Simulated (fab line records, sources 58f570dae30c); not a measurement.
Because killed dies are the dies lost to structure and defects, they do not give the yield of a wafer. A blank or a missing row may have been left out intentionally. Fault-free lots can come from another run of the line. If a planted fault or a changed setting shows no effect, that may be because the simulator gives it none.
Split-lot trial / flow berkeleyCmos170 / route with 331 steps; 5 lots, 23 wafers read

SPLIT DETAILS
At UCB170_NLDD_IMPLANT_09, the setting doseCm2 was moved away from the recipe's 5e+13 on 9 of the 23 wafers read, by -7.4% to +5.4%. All remaining wafers had this setting at the recipe value.

FROM THE SPLIT TO THE READING: what the file shows between them, 5 steps
- UCB170_NSD_COAT_01: resist thk 900 nm (also split here: resistThkNm)
- UCB170_NSD_IMPLANT_08 (also split here: tiltDeg)
- UCB170_NSD_STRIP_09: strips in O2
- UCB170_NSD_CLEAN_11: cleans in SPM, time 600 s
- UCB170_SDANNEAL_RS_MEAS_04: measures by four-point-probe

THE READING
NLDD_RS (ohm/sq), read at UCB170_SDANNEAL_RS_MEAS_05 with a four-point probe. On this fab line, fault-free wafers typically give 616.5 ohm/sq with a standard deviation of 1.5 ohm/sq.

wafer=L074.1; tool, chamber at the split=implanter-02, 0; doseCm2 as run=5.271e+13; against the recipe=+5.4%; NLDD_RS, ohm/sq=603.1; against lot-mates on the recipe=-12.8
wafer=L074.2; tool, chamber at the split=implanter-02, 0; doseCm2 as run=5.271e+13; against the recipe=+5.4%; NLDD_RS, ohm/sq=603.9; against lot-mates on the recipe=-12.0
wafer=L074.3; tool, chamber at the split=implanter-02, 0; doseCm2 as run=5e+13; against the recipe=recipe; NLDD_RS, ohm/sq=616.9; against lot-mates on the recipe=-
wafer=L074.5; tool, chamber at the split=implanter-02, 0; doseCm2 as run=5.271e+13; against the recipe=+5.4%; NLDD_RS, ohm/sq=604.9; against lot-mates on the recipe=-11.0
wafer=L074.6; tool, chamber at the split=implanter-02, 0; doseCm2 as run=5e+13; against the recipe=recipe; NLDD_RS, ohm/sq=614.9; against lot-mates on the recipe=-
wafer=L076.1; tool, chamber at the split=implanter-04, 0; doseCm2 as run=5e+13; against the recipe=recipe; NLDD_RS, ohm/sq=616.7; against lot-mates on the recipe=-
wafer=L076.3; tool, chamber at the split=implanter-04, 0; doseCm2 as run=5e+13; against the recipe=recipe; NLDD_RS, ohm/sq=618.8; against lot-mates on the recipe=-
wafer=L076.4; tool, chamber at the split=implanter-04, 0; doseCm2 as run=5e+13; against the recipe=recipe; NLDD_RS, ohm/sq=618.6; against lot-mates on the recipe=-
wafer=L081.1; tool, chamber at the split=implanter-02, 0; doseCm2 as run=5e+13; against the recipe=recipe; NLDD_RS, ohm/sq=613.6; against lot-mates on the recipe=-
wafer=L081.2; tool, chamber at the split=implanter-02, 0; doseCm2 as run=4.632e+13; against the recipe=-7.4%; NLDD_RS, ohm/sq=631.5; against lot-mates on the recipe=+17.2
wafer=L081.3; tool, chamber at the split=implanter-02, 0; doseCm2 as run=4.632e+13; against the recipe=-7.4%; NLDD_RS, ohm/sq=630.2; against lot-mates on the recipe=+16.0
wafer=L081.5; tool, chamber at the split=implanter-02, 0; doseCm2 as run=5e+13; against the recipe=recipe; NLDD_RS, ohm/sq=614.9; against lot-mates on the recipe=-
wafer=L081.6; tool, chamber at the split=implanter-02, 0; doseCm2 as run=4.632e+13; against the recipe=-7.4%; NLDD_RS, ohm/sq=630.6; against lot-mates on the recipe=+16.4
wafer=L083.1; tool, chamber at the split=implanter-01, 0; doseCm2 as run=5e+13; against the recipe=recipe; NLDD_RS, ohm/sq=617.3; against lot-mates on the recipe=-
wafer=L083.3; tool, chamber at the split=implanter-01, 0; doseCm2 as run=4.823e+13; against the recipe=-3.5%; NLDD_RS, ohm/sq=622.9; against lot-mates on the recipe=+5.4
wafer=L083.4; tool, chamber at the split=implanter-01, 0; doseCm2 as run=4.823e+13; against the recipe=-3.5%; NLDD_RS, ohm/sq=623.2; against lot-mates on the recipe=+5.7
wafer=L083.5; tool, chamber at the split=implanter-01, 0; doseCm2 as run=4.823e+13; against the recipe=-3.5%; NLDD_RS, ohm/sq=624.6; against lot-mates on the recipe=+7.1
wafer=L083.6; tool, chamber at the split=implanter-01, 0; doseCm2 as run=5e+13; against the recipe=recipe; NLDD_RS, ohm/sq=617.7; against lot-mates on the recipe=-
wafer=L084.1; tool, chamber at the split=implanter-01, 0; doseCm2 as run=5e+13; against the recipe=recipe; NLDD_RS, ohm/sq=619.7; against lot-mates on the recipe=-
wafer=L084.2; tool, chamber at the split=implanter-01, 0; doseCm2 as run=5e+13; against the recipe=recipe; NLDD_RS, ohm/sq=618.6; against lot-mates on the recipe=-
wafer=L084.4; tool, chamber at the split=implanter-01, 0; doseCm2 as run=5e+13; against the recipe=recipe; NLDD_RS, ohm/sq=619.2; against lot-mates on the recipe=-
wafer=L084.5; tool, chamber at the split=implanter-01, 0; doseCm2 as run=5e+13; against the recipe=recipe; NLDD_RS, ohm/sq=617.2; against lot-mates on the recipe=-
wafer=L084.6; tool, chamber at the split=implanter-01, 0; doseCm2 as run=5e+13; against the recipe=recipe; NLDD_RS, ohm/sq=618.0; against lot-mates on the recipe=-

FIT RESULTS
A straight line over all 23 wafers: NLDD_RS changes by -2.05 ohm/sq for each +1% of doseCm2; r = -0.97; the points scatter about the line by 1.7 ohm/sq.
The same after taking each lot's own level away (the mean of its wafers on the recipe; 23 wafers): -2.17 ohm/sq for each +1%; r = -0.99; scatter 1 ohm/sq.
The reading moves by 16 ohm/sq for the largest change in doseCm2, on that fit.
From 614.25 to 618.54 ohm/sq: that is the span of the lots' own levels, equal to 2.9 times the standard deviation above.
Hence the lot-to-lot level has little effect on the slope; both slopes agree.
Check: +15.5 ohm/sq against its lot-mates is what the line predicts for one of the wafers moved furthest among these (-7.4%) when that wafer is left out of the fit. It came out at +17.2 ohm/sq against them.

OTHER SPLITS ON THESE WAFERS
Other splits were also applied to these wafers ahead of the reading. Each is held against what the fit with the lots' levels taken away leaves over:
other split on the same wafers=UCB170_NWELL_IMPLANT_14 energyKev; wafers away from the commonest value=7; r with NLDD_RS (lot level and that fit taken away)=+0.08
other split on the same wafers=UCB170_PWELL_ETCH_14 rfW; wafers away from the commonest value=5; r with NLDD_RS (lot level and that fit taken away)=-0.24
other split on the same wafers=UCB170_PWELL_IMPLANT_15 energyKev; wafers away from the commonest value=3; r with NLDD_RS (lot level and that fit taken away)=+0.02
other split on the same wafers=UCB170_ACTIVE_COAT_08 resistThkNm; wafers away from the commonest value=7; r with NLDD_RS (lot level and that fit taken away)=-0.19
other split on the same wafers=UCB170_ACTIVE_SOFTBAKE_09 timeS; wafers away from the commonest value=9; r with NLDD_RS (lot level and that fit taken away)=-0.17
other split on the same wafers=UCB170_SACOX_OXIDATION_01 oxTimeS; wafers away from the commonest value=18; r with NLDD_RS (lot level and that fit taken away)=-0.31
other split on the same wafers=UCB170_PVT_COAT_01 resistThkNm; wafers away from the commonest value=8; r with NLDD_RS (lot level and that fit taken away)=-0.43
other split on the same wafers=UCB170_PVT_DEVELOP_05 devTempC; wafers away from the commonest value=9; r with NLDD_RS (lot level and that fit taken away)=-0.23
other split on the same wafers=UCB170_PLDD_IMPLANT_09 doseCm2; wafers away from the commonest value=8; r with NLDD_RS (lot level and that fit taken away)=+0.30
other split on the same wafers=UCB170_NSD_COAT_01 resistThkNm; wafers away from the commonest value=8; r with NLDD_RS (lot level and that fit taken away)=-0.11
other split on the same wafers=UCB170_NSD_IMPLANT_08 tiltDeg; wafers away from the commonest value=5; r with NLDD_RS (lot level and that fit taken away)=+0.11

FILE'S OWN FIT
NLDD_RS changes by -2.17 ohm/sq for each +1% of doseCm2, r = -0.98.
